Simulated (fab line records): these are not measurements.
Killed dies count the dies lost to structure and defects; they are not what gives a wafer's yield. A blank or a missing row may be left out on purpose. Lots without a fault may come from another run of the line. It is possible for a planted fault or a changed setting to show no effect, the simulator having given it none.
Chamber matching    flow rit_cmos    RIT_GATE_ETCH_19 on rie_si-02 has 4 sister chambers
The step etches poly-Si in SF6/CHF3/O2, stops on SiO2, time 165 s, target depth 312.5 nm. 4 wafers are shown with their chamber, then 7 later ones without.

## WAFERS WITH THEIR CHAMBER
wafer   chamber  throttle_valve_pct (%)
L673.5  3        10.42
L673.6  2        10.10
L675.5  1        10.09
L675.6  0        10.05

## WAFERS MISSING THEIR CHAMBER
wafer   throttle_valve_pct (%)
L677.1  10.10
L677.2  10.11
L677.6  10.42
L679.1  10.04
L679.3  10.11
L679.4  10.10
L687.5  10.11

## WHICH CHAMBER EACH ONE RAN IN
wafer   from the rows above      in truth
L677.1  can't be placed: 2 or 1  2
L677.2  can't be placed: 2 or 1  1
L677.6  3                        3
L679.1  0                        0
L679.3  can't be placed: 2 or 1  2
L679.4  can't be placed: 2 or 1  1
L687.5  can't be placed: 2 or 1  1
Correctly placed: 2 of 7. These rows do not allow placing 5 (true chamber among the candidates in 5). 0 placed wrongly.
How it was worked out, from the rows above alone: a wafer's distance from a chamber is the root of the sum, over the readings, of the square of ((its reading less the chamber's mean) divided by the reading's scatter). If the next closest chamber is less than 2 further off than the closest, the wafer can't be placed; otherwise it belongs to the closest. Each chamber's mean is taken over the wafers shown for it. The scatter: with one shown wafer a chamber, the root of the mean of the squares of how far each hidden wafer lies from its nearest shown one.
